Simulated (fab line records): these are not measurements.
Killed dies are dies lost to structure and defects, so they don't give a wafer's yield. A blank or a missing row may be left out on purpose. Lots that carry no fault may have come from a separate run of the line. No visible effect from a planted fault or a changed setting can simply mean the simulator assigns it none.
Split-lot trial / flow berkeley-cmos170 / 23 wafers read across 5 lots, on a route 331 steps long

## ON THE SPLIT
At UCB170_M2_COAT_10 (resist thk 900 nm), the setting spin-rpm was moved away from the recipe's 1500 rpm on 4 of the 23 wafers read, by -3.8% to -2.8%. The other wafers ran this setting at the recipe's value.

The reading is taken at the split's own step.

## THE READING
KrF_of_M2_COAT_10.thk-nm (the simulator's own value, which no gauge read), in nm, at UCB170_M2_COAT_10 (resist thk 900 nm). There is no usual value for it anywhere in the file. Here, 19 wafers ran the recipe; their average is 897.8 nm with a standard deviation of 2.7 nm.

wafer=L075.1; tool, chamber at the split=litho-track-01, 0; spin-rpm as run, rpm=1500; against the recipe=recipe; KrF_of_M2_COAT_10.thk-nm, nm=897.6; against lot-mates on the recipe=-
wafer=L075.2; tool, chamber at the split=litho-track-01, 0; spin-rpm as run, rpm=1500; against the recipe=recipe; KrF_of_M2_COAT_10.thk-nm, nm=897.8; against lot-mates on the recipe=-
wafer=L075.3; tool, chamber at the split=litho-track-01, 0; spin-rpm as run, rpm=1500; against the recipe=recipe; KrF_of_M2_COAT_10.thk-nm, nm=895.8; against lot-mates on the recipe=-
wafer=L075.5; tool, chamber at the split=litho-track-01, 0; spin-rpm as run, rpm=1500; against the recipe=recipe; KrF_of_M2_COAT_10.thk-nm, nm=895.8; against lot-mates on the recipe=-
wafer=L075.6; tool, chamber at the split=litho-track-01, 0; spin-rpm as run, rpm=1500; against the recipe=recipe; KrF_of_M2_COAT_10.thk-nm, nm=894; against lot-mates on the recipe=-
wafer=L074.1; tool, chamber at the split=litho-track-04, 0; spin-rpm as run, rpm=1500; against the recipe=recipe; KrF_of_M2_COAT_10.thk-nm, nm=894.1; against lot-mates on the recipe=-
wafer=L074.2; tool, chamber at the split=litho-track-04, 0; spin-rpm as run, rpm=1443; against the recipe=-3.8%; KrF_of_M2_COAT_10.thk-nm, nm=912; against lot-mates on the recipe=+16.6
wafer=L074.4; tool, chamber at the split=litho-track-04, 0; spin-rpm as run, rpm=1500; against the recipe=recipe; KrF_of_M2_COAT_10.thk-nm, nm=897.3; against lot-mates on the recipe=-
wafer=L074.5; tool, chamber at the split=litho-track-04, 0; spin-rpm as run, rpm=1500; against the recipe=recipe; KrF_of_M2_COAT_10.thk-nm, nm=894.9; against lot-mates on the recipe=-
wafer=L074.6; tool, chamber at the split=litho-track-04, 0; spin-rpm as run, rpm=1443; against the recipe=-3.8%; KrF_of_M2_COAT_10.thk-nm, nm=912.2; against lot-mates on the recipe=+16.8
wafer=L076.1; tool, chamber at the split=litho-track-02, 0; spin-rpm as run, rpm=1500; against the recipe=recipe; KrF_of_M2_COAT_10.thk-nm, nm=894.7; against lot-mates on the recipe=-
wafer=L076.2; tool, chamber at the split=litho-track-02, 0; spin-rpm as run, rpm=1500; against the recipe=recipe; KrF_of_M2_COAT_10.thk-nm, nm=897.2; against lot-mates on the recipe=-
wafer=L076.3; tool, chamber at the split=litho-track-02, 0; spin-rpm as run, rpm=1500; against the recipe=recipe; KrF_of_M2_COAT_10.thk-nm, nm=897.3; against lot-mates on the recipe=-
wafer=L076.4; tool, chamber at the split=litho-track-02, 0; spin-rpm as run, rpm=1500; against the recipe=recipe; KrF_of_M2_COAT_10.thk-nm, nm=896.4; against lot-mates on the recipe=-
wafer=L076.5; tool, chamber at the split=litho-track-02, 0; spin-rpm as run, rpm=1500; against the recipe=recipe; KrF_of_M2_COAT_10.thk-nm, nm=898.1; against lot-mates on the recipe=-
wafer=L080.4; tool, chamber at the split=litho-track-04, 0; spin-rpm as run, rpm=1500; against the recipe=recipe; KrF_of_M2_COAT_10.thk-nm, nm=898; against lot-mates on the recipe=-
wafer=L080.5; tool, chamber at the split=litho-track-04, 0; spin-rpm as run, rpm=1500; against the recipe=recipe; KrF_of_M2_COAT_10.thk-nm, nm=901.4; against lot-mates on the recipe=-
wafer=L080.6; tool, chamber at the split=litho-track-04, 0; spin-rpm as run, rpm=1500; against the recipe=recipe; KrF_of_M2_COAT_10.thk-nm, nm=901.5; against lot-mates on the recipe=-
wafer=L078.1; tool, chamber at the split=litho-track-04, 0; spin-rpm as run, rpm=1500; against the recipe=recipe; KrF_of_M2_COAT_10.thk-nm, nm=901.9; against lot-mates on the recipe=-
wafer=L078.2; tool, chamber at the split=litho-track-04, 0; spin-rpm as run, rpm=1458; against the recipe=-2.8%; KrF_of_M2_COAT_10.thk-nm, nm=913.8; against lot-mates on the recipe=+11.8
wafer=L078.4; tool, chamber at the split=litho-track-04, 0; spin-rpm as run, rpm=1458; against the recipe=-2.8%; KrF_of_M2_COAT_10.thk-nm, nm=914.1; against lot-mates on the recipe=+12.1
wafer=L078.5; tool, chamber at the split=litho-track-04, 0; spin-rpm as run, rpm=1500; against the recipe=recipe; KrF_of_M2_COAT_10.thk-nm, nm=901.2; against lot-mates on the recipe=-
wafer=L078.6; tool, chamber at the split=litho-track-04, 0; spin-rpm as run, rpm=1500; against the recipe=recipe; KrF_of_M2_COAT_10.thk-nm, nm=902.9; against lot-mates on the recipe=-

FIT RESULTS
A straight line over all 23 wafers: KrF_of_M2_COAT_10.thk-nm changes by -4.44 nm for each +1% of spin-rpm; r = -0.90; the points scatter about the line by 2.9 nm.
The same after taking each lot's own level away (the mean of its wafers on the recipe; 23 wafers): -4.35 nm for each +1%; r = -0.98; scatter 1.2 nm.
On that fit, the largest move of spin-rpm shifts the reading by 17 nm.
Across the lots, their own levels run from 895.43 to 902.00 nm, a range of 2.4 times the standard deviation given above.
The two slopes are in agreement: the lot-to-lot level therefore moves the slope only a little.
Check: +16.5 nm against its lot-mates is what the line predicts for one of the wafers moved furthest among these (-3.8%) when that wafer is left out of the fit. It came out at +16.6 nm against them.

## THESE WAFERS: OTHER SPLITS
Note: prior to the reading, these wafers also went through further splits. Each is held against what the fit with the lots' levels taken away leaves over:
other split on the same wafers=UCB170_SILICIDE_SPUTTER_01 power-w; wafers away from the commonest value=10; r with KrF_of_M2_COAT_10.thk-nm (lot level and that fit taken away)=+0.12
other split on the same wafers=UCB170_CONTACT_COAT_04 resist-thk-nm; wafers away from the commonest value=8; r with KrF_of_M2_COAT_10.thk-nm (lot level and that fit taken away)=+0.16
other split on the same wafers=UCB170_CONTACT_EXPOSE_12 dose-mj; wafers away from the commonest value=7; r with KrF_of_M2_COAT_10.thk-nm (lot level and that fit taken away)=-0.01
other split on the same wafers=UCB170_M1_COAT_04 spin-rpm; wafers away from the commonest value=8; r with KrF_of_M2_COAT_10.thk-nm (lot level and that fit taken away)=-0.02
other split on the same wafers=UCB170_M1_METAL_ETCH_12 icp-w; wafers away from the commonest value=5; r with KrF_of_M2_COAT_10.thk-nm (lot level and that fit taken away)=+0.02

## FILE'S OWN FIT
KrF_of_M2_COAT_10.thk-nm changes by -4.35 nm for each +1% of spin-rpm, r = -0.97.
